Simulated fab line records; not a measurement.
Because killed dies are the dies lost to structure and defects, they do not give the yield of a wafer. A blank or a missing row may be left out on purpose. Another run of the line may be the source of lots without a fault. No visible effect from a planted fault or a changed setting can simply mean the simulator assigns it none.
Problem report in the 8D (eight disciplines) form, filled by code || flow berkeley_cmos170 || the parts of the form that need people (team, actions taken, sign-off) are left out

== 1. WHAT WENT WRONG ==
Wafers free of any fault read 14.31 nm (standard deviation 0.29) for SCREENOX_OXIDE_THK at UCB170_SCREENOX_THK_MEAS_02, against a mean of 5.91 nm on 9 wafers of 3 lots. Measured from the usual mean, that is -29 standard deviations.
First seen on wafer L105.3, day 8 04:36, on film_metro-03. At this step, 45 wafers from 15 lots have a number in the record. Rule for "out" (also "out of limits"): further than 4 standard deviations from the usual mean. The rest of the wafers with a number are treated as sound.

== 2. WHAT IT IS AND WHAT IT IS NOT ==
{"question": "which readings at this step", "is": "SCREENOX_OXIDE_THK", "is not": "-"}
{"question": "which lots", "is": "L105, L106, L107", "is not": "L100, L101, L102, L103, L104, L108, L993, L994, L995, L996, L997, L998"}
{"question": "which wafers of those lots", "is": "all that have a number", "is not": "-"}
{"question": "read on which gauges", "is": "film_metro-01, film_metro-03", "is not": "film_metro-02"}
{"question": "when", "is": "from day 8 04:36", "is not": "up to then (33 sound wafers); but 3 sound wafers of L108 came after"}

== 3. WHAT RULES OUT EACH SUSPECT ==
Counting: any tool at a process step up to the reading is kept as a suspect provided that every lot that is out went through it and no sound lot did after the first of them.
- the gauge at UCB170_SCREENOX_THK_MEAS_02 has been ruled out. 2 gauges (film_metro-01, film_metro-03) read the wafers that are out.
- furnace-02 at UCB170_SCREENOX_OXIDATION_01 (target thk 14.4 nm, ox time 2400 s): kept. It processed each lot that is out, first L105 at day 8 02:55, and no sound lot thereafter; up to then, the last sound lot it processed was L101 at day 7 00:26.
The count leaves furnace-02 at UCB170_SCREENOX_OXIDATION_01.

== 4. THE CAUSE (what the simulator had put in) ==
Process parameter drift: furnace-02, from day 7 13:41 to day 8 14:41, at UCB170_SCREENOX_OXIDATION_01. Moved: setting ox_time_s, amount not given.
The count eliminated every tool but this one.

== 5. THE CHAIN OF EFFECTS, in route order ==
Each row: a reading whose mean over the struck wafers that have a number lies more than 3 standard deviations from the usual. Only readings whose record carries a usual standard deviation are examined. hours: median over the lots of the time between each lot's start at the first step of this table that gives one and its start at this step. sigmas: the change, counted in usual standard deviations.
{"hours": 0, "step": "UCB170_SCREENOX_THK_MEAS_02", "reading": "SCREENOX_OXIDE_THK", "usual": "14.31 nm", "on struck wafers": 5.91, "change": -8.40, "sigmas": -29}
Later steps that measure or inspect, where all struck wafers having a row at the step show a number for every such reading and not one has moved that far: UCB170_GATE_OVL_MEAS_13, UCB170_PSD_OVL_MEAS_07.

== 6. WHAT WOULD HAVE CAUGHT IT SOONER ==
Counted from the fault's start at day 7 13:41, it took 15 hours until the first out-of-limits reading at a measuring or inspecting step in this record, taken at day 8 04:36.
No tool reading at UCB170_SCREENOX_OXIDATION_01 that has a usual standard deviation in the record was out on any struck wafer, so an alarm limit of 4 standard deviations on those readings would not have fired.
The start of UCB170_SCREENOX_OXIDATION_01 on furnace-02 came by day 8 04:36 for every one of the lots that are out (3). Holding the tool at that point would not have protected any of them.
